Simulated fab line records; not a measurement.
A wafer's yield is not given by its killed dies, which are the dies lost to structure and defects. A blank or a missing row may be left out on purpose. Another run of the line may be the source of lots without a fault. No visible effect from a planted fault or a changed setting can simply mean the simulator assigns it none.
fab line records    flow rit_cmos
[record] lots = 7  wafers = 21  last_day = 7
route steps=202 shown CONTACT@180 M1@184
lots untouched by any fault: they come from a run of this same line in which no faults occurred
start_h: start of the lot's first displayed wafer, in hours after the record's first day    wait_h: how many hours have passed since the lot's step before this one    " as in the row above    L1.1+2: one row covering several wafers at once    - value missing, or start not given    * or withheld: withheld    < > ~ a bound
route shown NAME@n: a module of which the file shows steps, and the number in the route of the first    usual: mean and standard deviation over wafers with no fault    same: alike in all rows    chamber/n: place in a boat    sites: the reading at each site    _std_site: standard deviation across them    _edge_site: inner sites' mean taken away from outer sites' mean    radius_mm: for every site, how far away it sits from the centre of the wafer    mask NAME#n: copy n    behind: the most recent tool/chamber to have shaped the wafer    hold: reason for holding the lot/hours on hold/outcome of the hold    device: which transistor (n, p or np) failed to switch    end of line: at the end of the route, the tests of the same wafers    for a step that has no rows: nothing shown but its recipe    killed: count of dies lost to structure and defects at first sort (not the wafer's yield)    map: dies across one wafer; x = killed, . = not, _ = none there
set.NAME: the setting the step ran with; set.NAME@STEP: the setting that earlier step ran with    model.NAME: the simulator's own value behind a step, which no gauge read
lots at some steps of the route; a table a step, a row a wafer
services: when a tool's chamber went out of use (start_h, in hours from the record's first day, below 0 if earlier), for how many hours, and the reason
[[steps]]
[step RIT_CONTACT_STRIP_12]
[recipe] chemistry = O2  time_s = 180  resist = NOVOLAK  platen_temp_c = withheld  power_w = 500  pressure_mtorr = 4000  o2_flow_sccm = 4000
[usual] drypump_motor_current_A = 6.08/0.25  rf_refl_power_W = 7.8/0.73
[same] time_s = 180
lot.wafer  tool             chamber  start_h  wait_h  drypump_motor_current_A  rf_hours_counter_h  rf_refl_power_W
L593.1     plasma_asher-01  1        70.82    0.1     6.04                     41                  6.9
L593.4     "                1        "        "       6.02                     -                   6.8
L593.6     "                0        "        "       6.09                     -                   8.5
L594.3     plasma_asher-03  0        73.03    0.2     6.33                     -                   8.2
L594.4     "                1        "        "       5.78                     -                   8.0
L594.5     "                1        "        "       5.77                     -                   8.0
L602.1     plasma_asher-01  1        112.01   0.1     6.02                     46                  6.7
L602.4     "                1        "        "       6.02                     -                   6.9
L602.5     "                0        "        "       6.11                     -                   8.5
L604.1     plasma_asher-04  0        121.35   0.1     5.90                     32                  8.3
L604.2     "                1        "        "       6.56                     32                  5.9
L604.6     "                1        "        "       6.60                     -                   5.8
L605.4     plasma_asher-03  1        129.16   0.2     5.78                     -                   8.3
L605.5     "                0        "        "       6.35                     -                   8.0
L605.6     "                1        "        "       5.79                     -                   8.2
L611.1     plasma_asher-03  1        157.37   0.1     5.75                     4                   7.9
L611.2     "                0        "        "       6.35                     4                   8.1
L611.3     "                0        "        "       6.32                     -                   8.0
L613.1     plasma_asher-01  1        166.59   0.1     6.02                     51                  6.6
L613.3     "                1        "        "       6.03                     -                   6.7
L613.6     "                0        "        "       6.11                     -                   8.1
[step RIT_CONTACT_CD_MEAS_90]
[recipe] target_cd_nm = 1000
[usual] cd_nm = 999.6/2.4
lot.wafer  tool       chamber  start_h  wait_h  cd_nm
L593.1     cd_sem-01  -        70.99    0.1     1001.5
L593.4     "          -        "        "       999.1
L593.6     "          -        "        "       1000.3
L594.3     cd_sem-02  -        73.18    0.1     998.4
L594.4     "          -        "        "       997.7
L594.5     "          -        "        "       997.2
L602.1     cd_sem-02  -        112.18   0.1     997.4
L602.4     "          -        "        "       997.3
L602.5     "          -        "        "       998.4
L604.1     cd_sem-01  -        121.52   0.1     1002.8
L604.2     "          -        "        "       1003.3
L604.6     "          -        "        "       1003.2
L605.4     cd_sem-02  -        129.34   0.1     996.7
L605.5     "          -        "        "       997.5
L605.6     "          -        "        "       998.9
L611.1     cd_sem-01  -        157.55   0.1     1005.1
L611.2     "          -        "        "       1004.4
L611.3     "          -        "        "       1003.8
L613.1     cd_sem-01  -        166.77   0.1     1003.3
L613.3     "          -        "        "       1002.8
L613.6     "          -        "        "       1001.5
[step RIT_CONTACT_CLEAN_13]
[recipe] chemistry = SC1  mix = 3:3:50  time_s = 600  temp_c = 75
[step RIT_CONTACT_CLEAN_14]
[recipe] chemistry = SC2  mix = 3:3:50  time_s = 600  temp_c = 75  dry = n2_spin
[step RIT_M1_SPUTTER_00]
[recipe] material = Al  target_thk_nm = 400  power_w = 2000  chamber_pressure_pa = 0.4  gas = Ar  time_s = 500  substrate_temp_c = 25
[usual] throttle_valve_pct = 30.0/1.1
[same] time_s = 500
lot.wafer  tool            chamber  start_h  wait_h  throttle_valve_pct
L593.1     pvd_sputter-01  -        71.48    0.0     30.8
L593.4     "               -        "        "       29.9
L593.6     "               -        "        "       30.2
L594.3     pvd_sputter-03  -        73.64    0.0     32.4
L594.4     "               -        "        "       29.5
L594.5     "               -        "        "       29.6
L602.1     pvd_sputter-01  -        112.67   0.0     30.4
L602.4     "               -        "        "       31.0
L602.5     "               -        "        "       30.4
L604.1     pvd_sputter-01  -        121.99   0.0     30.4
L604.2     "               -        "        "       29.6
L604.6     "               -        "        "       29.9
L605.4     pvd_sputter-03  -        129.77   0.0     29.4
L605.5     "               -        "        "       28.5
L605.6     "               -        "        "       32.4
L611.1     pvd_sputter-02  -        158.02   0.0     30.2
L611.2     "               -        "        "       29.4
L611.3     "               -        "        "       31.8
L613.1     pvd_sputter-02  -        167.26   0.0     29.3
L613.3     "               -        "        "       28.8
L613.6     "               -        "        "       31.9
[step RIT_M1_RS_MEAS_01]
[recipe] thk_meas_gauge = four-point-probe  reads = Al_of_M1_SPUTTER_00
[usual] M1_AL_RS = 0.0732/0.00083
lot.wafer  tool           chamber  start_h  wait_h  M1_AL_RS[ohm/sq]
L593.1     film_metro-02  -        71.77    0.1     0.0743
L593.4     "              -        "        "       0.0730
L593.6     "              -        "        "       0.0718
L594.3     film_metro-03  -        73.98    0.2     0.0717
L594.4     "              -        "        "       0.0724
L594.5     "              -        "        "       0.0725
L602.1     film_metro-01  -        112.97   0.1     0.0740
L602.4     "              -        "        "       0.0749
L602.5     "              -        "        "       0.0733
L604.1     film_metro-03  -        122.29   0.1     0.0728
L604.2     "              -        "        "       0.0736
L604.6     "              -        "        "       0.0742
L605.4     film_metro-02  -        130.12   0.2     0.0726
L605.5     "              -        "        "       0.0716
L605.6     "              -        "        "       0.0723
L611.1     film_metro-03  -        158.31   0.1     0.0735
L611.2     "              -        "        "       0.0731
L611.3     "              -        "        "       0.0746
L613.1     film_metro-01  -        167.55   0.1     0.0731
L613.3     "              -        "        "       0.0733
L613.6     "              -        "        "       0.0734
[step RIT_M1_THK_MEAS_02]
[recipe] thk_meas_gauge = xrf  reads = Al_of_M1_SPUTTER_00
[usual] M1_AL_THK = 400/5.1
lot.wafer  tool           chamber  start_h  wait_h  M1_AL_THK[nm]
L593.1     film_metro-02  -        71.89    0.1     397
L593.4     "              -        "        "       403
L593.6     "              -        "        "       407
L594.3     film_metro-03  -        74.08    0.1     405
L594.4     "              -        "        "       401
L594.5     "              -        "        "       401
L602.1     film_metro-01  -        113.09   0.1     396
L602.4     "              -        "        "       389
L602.5     "              -        "        "       396
L604.1     film_metro-03  -        122.41   0.1     402
L604.2     "              -        "        "       395
L604.6     "              -        "        "       393
L605.4     film_metro-02  -        130.21   0.1     409
L605.5     "              -        "        "       411
L605.6     "              -        "        "       405
L611.1     film_metro-03  -        158.43   0.1     398
L611.2     "              -        "        "       399
L611.3     "              -        "        "       391
L613.1     film_metro-01  -        167.67   0.1     400
L613.3     "              -        "        "       400
L613.6     "              -        "        "       402
[step RIT_M1_HMDS_03]
[recipe] prime_time_s = 60  prime_temp_c = 140
[step RIT_M1_COAT_04]
[recipe] resist = NOVOLAK  spin_rpm = 2000  resist_thk_nm = 1300
[step RIT_M1_SOFTBAKE_05]
[recipe] resist = NOVOLAK  temp_c = 90  time_s = 60
[step RIT_M1_EXPOSE_06]
[recipe] mask_id = M12  na = 0.6  source_shape = conventional  sigma_outer = 0.5  target_cd_nm = 2600  dose_mj = 250
[step RIT_M1_PEB_07]
[recipe] resist = NOVOLAK  temp_c = withheld  time_s = withheld
[step RIT_M1_DEVELOP_08]
[recipe] resist = NOVOLAK  develop_time_s = 68  dev_temp_c = 23
lot.wafer   tool            chamber  start_h  wait_h
L593.1+4+6  litho_track-03  0        72       -
L594.3+4+5  litho_track-02  0        74       -
L602.1+4+5  litho_track-03  0        113      -
L604.1+2+6  litho_track-03  0        123      -
L605.4+5+6  litho_track-03  0        131      -
L611.1+2+3  litho_track-02  0        159      -
L613.1+3+6  litho_track-01  0        168      -
[step RIT_M1_CD_MEAS_09]
[recipe] target_cd_nm = 2600
[usual] cd_nm = 2600.3/2
lot.wafer  tool       chamber  start_h  wait_h  cd_nm
L593.1     cd_sem-01  -        72.83    -       2599.5
L593.4     "          -        "        "       2599.6
L593.6     "          -        "        "       2599.2
L594.3     cd_sem-01  -        75.04    -       2596.0
L594.4     "          -        "        "       2600.5
L594.5     "          -        "        "       2599.7
L602.1     cd_sem-02  -        114.03   -       2757.0
L602.4     "          -        "        "       2757.2
L602.5     "          -        "        "       2756.9
L604.1     cd_sem-01  -        123.47   -       2733.5
L604.2     "          -        "        "       2729.5
L604.6     "          -        "        "       2731.6
L605.4     cd_sem-01  -        131.21   -       2729.1
L605.5     "          -        "        "       2726.5
L605.6     "          -        "        "       2726.8
L611.1     cd_sem-02  -        159.50   -       2597.5
L611.2     "          -        "        "       2596.4
L611.3     "          -        "        "       2596.6
L613.1     cd_sem-02  -        168.73   -       2601.0
L613.3     "          -        "        "       2600.4
L613.6     "          -        "        "       2599.7
[step RIT_M1_OVL_MEAS_10]
[usual] M1_OVL = 0.1/1.1
lot.wafer  tool        chamber  start_h  wait_h  M1_OVL[nm]
L593.1     overlay-02  -        72.95    0.1     2.2
L593.4     "           -        "        "       1.3
L593.6     "           -        "        "       2.1
L594.3     overlay-01  -        75.13    0.1     -0.1
L594.4     "           -        "        "       0.5
L594.5     "           -        "        "       0.5
L602.1     overlay-02  -        114.15   0.1     1.8
L602.4     "           -        "        "       0.7
L602.5     "           -        "        "       -0.6
L604.1     overlay-02  -        123.59   0.1     0.8
L604.2     "           -        "        "       1.1
L604.6     "           -        "        "       -0.1
L605.4     overlay-01  -        131.29   0.1     0.8
L605.5     "           -        "        "       2.2
L605.6     "           -        "        "       -0.2
L611.1     overlay-02  -        159.62   0.1     -0.3
L611.2     "           -        "        "       0.8
L611.3     "           -        "        "       -0.6
L613.1     overlay-02  -        168.85   0.1     -0.3
L613.3     "           -        "        "       -0.4
L613.6     "           -        "        "       0.3
[step RIT_M1_HARDBAKE_11]
[recipe] resist = NOVOLAK  temp_c = 140  time_s = 120
[step RIT_M1_METAL_ETCH_12]
[recipe] stop_on = SiO2  chemistry = Cl2/BCl3  target = Al  time_s = 165  over_etch_frac = 0.5  pressure_mtorr = 100  target_depth_a = 6000  rf_w = 250  Cl2_flow_sccm = 60  bcl3_flow_sccm = 50
[usual] drypump_motor_current_A = 5.97/0.21  oes_product_au = 0.776/0.013  throttle_valve_pct = 8.26/0.088
[same] time_s = 165
lot.wafer  tool          chamber  start_h  wait_h  drypump_motor_current_A  oes_product_au  rf_hours_counter_h  throttle_valve_pct  model.M1.cd_nm
L593.1     rie_metal-02  1        73.24    0.2     6.12                     0.762           36                  8.32                2602
L593.4     "             1        "        "       6.12                     0.765           -                   8.32                2602
L593.6     "             0        "        "       6.18                     0.770           -                   8.26                2598
L594.3     rie_metal-03  1        75.46    0.2     5.99                     0.793           -                   8.27                2597
L594.4     "             0        "        "       5.86                     0.787           -                   8.09                2599
L594.5     "             0        "        "       5.88                     0.797           -                   8.07                2599
L602.1     rie_metal-02  1        114.43   0.2     6.14                     0.760           36                  8.32                2758
L602.4     "             1        "        "       6.14                     0.759           -                   8.30                2758
L602.5     "             1        "        "       6.12                     0.767           -                   8.32                2758
L604.1     rie_metal-01  1        123.88   0.2     5.56                     0.777           5                   8.37                2735
L604.2     "             0        "        "       6.03                     0.760           5                   8.27                2728
L604.6     "             0        "        "       6.07                     0.759           -                   8.28                2729
L605.4     rie_metal-02  1        131.72   0.1     6.12                     0.767           -                   8.32                2730
L605.5     "             0        "        "       6.20                     0.794           -                   8.26                2726
L605.6     "             1        "        "       6.12                     0.772           -                   8.32                2729
L611.1     rie_metal-03  0        159.90   0.2     5.87                     0.782           4                   8.09                2597
L611.2     "             1        "        "       6.07                     0.789           3                   8.27                2597
L611.3     "             0        "        "       5.89                     0.783           -                   8.11                2594
L613.1     rie_metal-02  1        169.14   0.2     6.12                     0.787           0                   8.31                2604
L613.3     "             1        "        "       6.12                     0.782           -                   8.31                2602
L613.6     "             1        "        "       6.11                     0.777           -                   8.33                2602
[step RIT_M1_STRIP_13]
[recipe] chemistry = nmp  resist = NOVOLAK  temp_c = 80  time_s = 600  dry = n2_spin
[step RIT_M1_PROBE_99]
[usual] defect_limited_yield = 97.5/1.1  killed_at_M0_to_M3 = 0.0/0.083  killed_at_contacts = 0.1/0.28  killed_at_front_end = 6.5/3  killed_dies = 7/3  killed_open = 3.2/2  killed_short = 3.2/1.9  sort_bin_3_pad_short = 0.1/0.2  sort_bin_5_function = 1.4/0.81  sort_bin_6_memory = 1.0/0.67  sort_n_pass = 257/3  sort_yield_pct = 97.5/1.1
[same] gross_dies = 264  killed_at_M4_up = 0  killed_at_back_side = 0  killed_at_other = 0
lot.wafer  tool       chamber  start_h  wait_h  defect_limited_yield[%]  killed_at_M0_to_M3  killed_at_contacts  killed_at_front_end  killed_dies  killed_open  killed_short  sort_bin_3_pad_short[%]  sort_bin_5_function[%]  sort_bin_6_memory[%]  sort_n_pass  sort_yield_pct[%]  model.etest.m1.width_nm
L593.1     prober-02  -        75.49    0.1     98.5                     0                   0                   4                    4            1            3             0                        1.1                     0.4                   260          98.5               2606
L593.4     prober-02  -        75.64    0.2     98.9                     0                   0                   3                    3            2            1             0                        0.4                     0.8                   261          98.9               2602
L593.6     prober-02  -        75.74    0.2     97.3                     0                   0                   7                    7            3            4             0                        1.9                     0.8                   257          97.3               2599
L594.3     prober-01  -        77.76    0.2     98.9                     0                   0                   3                    3            3            0             0                        0.8                     0.4                   261          98.9               2591
L594.4     prober-01  -        77.81    0.2     94.3                     0                   0                   15                   15           9            6             0                        4.2                     1.5                   249          94.3               2596
L594.5     prober-01  -        77.86    0.2     97.3                     0                   0                   7                    7            3            4             0                        1.9                     0.8                   257          97.3               2601
L602.1     prober-01  -        116.68   0.1     96.6                     0                   0                   9                    9            5            4             0                        2.3                     1.1                   255          96.6               2753
L602.4     prober-01  -        116.83   0.2     98.1                     0                   0                   5                    5            3            2             0                        1.1                     0.8                   259          98.1               2763
L602.5     prober-01  -        116.88   0.2     98.5                     0                   0                   4                    4            3            1             0                        0.4                     1.1                   260          98.5               2759
L604.1     prober-01  -        126.13   0.1     98.1                     0                   0                   5                    5            2            2             0                        1.5                     0.4                   259          98.1               2737
L604.2     prober-01  -        126.18   0.1     98.9                     1                   1                   1                    3            1            1             0.4                      0.8                     0                     261          98.9               2733
L604.6     prober-01  -        126.38   0.2     99.6                     0                   0                   1                    1            0            1             0                        0.4                     0                     263          99.6               2732
L605.4     prober-02  -        134.07   0.2     98.5                     0                   0                   4                    4            3            1             0                        0.8                     0.8                   260          98.5               2734
L605.5     prober-02  -        134.12   0.2     96.6                     0                   0                   9                    9            4            3             0                        3.0                     0.4                   255          96.6               2724
L605.6     prober-02  -        134.17   0.2     98.5                     0                   0                   4                    4            0            4             0.4                      0.8                     0.4                   260          98.5               2731
L611.1     prober-02  -        162.63   0.1     98.1                     0                   0                   5                    5            2            3             0                        1.9                     0                     259          98.1               2600
L611.2     prober-02  -        162.68   0.1     97.7                     0                   0                   6                    6            3            3             0                        0.8                     1.5                   258          97.7               2592
L611.3     prober-02  -        162.73   0.2     98.9                     0                   0                   3                    3            2            1             0                        0.4                     0.8                   261          98.9               2593
L613.1     prober-02  -        171.41   0.1     97.7                     0                   0                   6                    6            4            2             0                        1.1                     1.1                   258          97.7               2604
L613.3     prober-02  -        171.51   0.2     94.7                     0                   0                   14                   14           10           4             0                        2.7                     2.7                   250          94.7               2601
L613.6     prober-02  -        171.66   0.2     98.5                     0                   0                   4                    4            3            1             0                        0.4                     1.1                   260          98.5               2601
// killed by level:class
L593.1 GATE:geometric_particle:short=2 GATE:geometric_particle:open=1 REOX:geometric_particle:short=1
L593.4 GATE:geometric_particle:short=1 GATE:geometric_particle:open=1 SILICIDE:geometric_particle:open=1
L593.6 ACTIVE:geometric_particle:open=1 FOX1:geometric_particle:short=1 FOX1:geometric_particle:open=1 GATE:geometric_particle:short=1 REOX:geometric_particle:open=1 REOX:geometric_particle:short=1 SILICIDE:geometric_particle:short=1
L594.3 GATE:geometric_particle:open=1 REOX:geometric_particle:open=1 SPACER:geometric_particle:open=1
L594.4 GATE:geometric_particle:open=4 REOX:geometric_particle:open=3 GATE:geometric_particle:short=2 SILICIDE:geometric_particle:open=2 FOX1:geometric_particle:short=1 REOX:geometric_particle:short=1 SPACER:geometric_particle:short=1 SILICIDE:geometric_particle:short=1
L594.5 FOX1:geometric_particle:short=1 GATE:geometric_particle:short=1 GATE:geometric_particle:open=1 REOX:geometric_particle:short=1 REOX:geometric_particle:open=1 SILICIDE:geometric_particle:open=1 SILICIDE:geometric_particle:short=1
L602.1 REOX:geometric_particle:open=3 REOX:geometric_particle:short=2 GATE:geometric_particle:open=1 GATE:geometric_particle:short=1 SPACER:geometric_particle:open=1 SPACER:geometric_particle:short=1
L602.4 GATE:geometric_particle:short=2 GATE:geometric_particle:open=1 REOX:geometric_particle:open=1 SPACER:geometric_particle:open=1
L602.5 GATE:geometric_particle:short=1 GATE:geometric_particle:open=1 REOX:geometric_particle:open=1 SILICIDE:geometric_particle:open=1
L604.1 GATE:geometric_particle:open=2 FOX2:geometric_particle:short=1 GATE:geometric_particle:short=1 NLDD:coat_microbubble_printed=1
L604.2 FOX2:geometric_particle:short=1 CONTACT:geometric_particle:open=1 M1:area_develop=1
L604.6 FOX1:geometric_particle:short=1
L605.4 GATE:geometric_particle:open=2 FOX2:geometric_particle:open=1 GATE:geometric_particle:short=1
L605.5 GATE:geometric_particle:short=2 SILICIDE:geometric_particle:open=2 NSD:coat_microbubble_printed=2 FOX1:geometric_particle:open=1 GATE:geometric_particle:open=1 SPACER:geometric_particle:short=1
L605.6 GATE:geometric_particle:short=2 SPACER:geometric_particle:short=1 SILICIDE:geometric_particle:short=1
L611.1 ACTIVE:geometric_particle:short=1 FOX1:geometric_particle:short=1 FOX2:geometric_particle:short=1 GATE:geometric_particle:open=1 SPACER:geometric_particle:open=1
L611.2 GATE:geometric_particle:short=2 GATE:geometric_particle:open=2 REOX:geometric_particle:open=1 SPACER:geometric_particle:short=1
L611.3 FOX1:geometric_particle:open=1 GATE:geometric_particle:short=1 SPACER:geometric_particle:open=1
L613.1 GATE:geometric_particle:open=3 GATE:geometric_particle:short=2 FOX2:geometric_particle:open=1
L613.3 REOX:geometric_particle:open=4 FOX2:geometric_particle:open=3 FOX1:geometric_particle:short=2 GATE:geometric_particle:open=2 GATE:geometric_particle:short=2 SPACER:geometric_particle:open=1
L613.6 GATE:geometric_particle:open=2 GATE:geometric_particle:short=1 SPACER:geometric_particle:open=1
[[services]]
tool             chamber  start_h  hours  kind
rie_metal-02     -        53.90    2.8    pm
pvd_sputter-03   -        59.24    2.6    repair
rie_metal-03     -        71.56    2.8    pm
rie_metal-01     -        76.26    2.8    pm
plasma_asher-04  -        78.37    17.6   repair
rie_metal-02     -        91.53    0.3    repair
rie_metal-01     1        101.72   7.3    repair
plasma_asher-03  -        108.75   9.0    pm
plasma_asher-03  0        108.75   9.0    vent_cycle
plasma_asher-03  1        108.75   9.0    vent_cycle
pvd_sputter-02   -        114.71   4.2    repair
rie_metal-01     1        115.87   1.9    repair
plasma_asher-03  0        117.75   -      clean
plasma_asher-01  -        122.12   4.2    pm
rie_metal-02     -        136.12   20.0   pm
rie_metal-02     0        136.12   20.0   vent_cycle
rie_metal-02     1        136.12   20.0   vent_cycle
rie_metal-02     1        140.24   13.1   repair
pvd_sputter-03   -        145.52   5.8    repair
rie_metal-02     0        156.12   -      clean
rie_metal-02     1        156.12   -      clean
pvd_sputter-03   -        156.37   2.7    repair
plasma_asher-04  -        160.67   3.1    repair
rie_metal-03     -        163.39   2.4    repair
[[key]]
[first_sign] step = RIT_M1_CD_MEAS_09  reading = cd_nm  direction = up  sigmas = 69  usual = 2600.3  struck = 2738.7  through = control_loop
effect none on later readings
[model_effect] step = RIT_M1_METAL_ETCH_12  value = M1.cd_nm  without = 2603  struck = 2739
[model_effect] step = RIT_M1_PROBE_99  value = etest.m1.width_nm  without = 2604  struck = 2741
met_at RIT_M1_DEVELOP_08
struck_wafers L602.1,L602.4,L602.5,L604.1,L604.2,L604.6,L605.4,L605.5,L605.6
[loop_trim] step = RIT_M1_EXPOSE_06  setting = dose  lots = L604,L605
onset_between 72 113
[fault] kind = process_parameter_drift  tool = litho_track-03  chamber = -  onset_h = 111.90  steps = RIT_M1_DEVELOP_08  channel = develop_time_s  offset = *  shape = step  end_h = 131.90  acts_in = *  stated = *
// loop_trim: a control loop set the setting to another value than it would have without faults
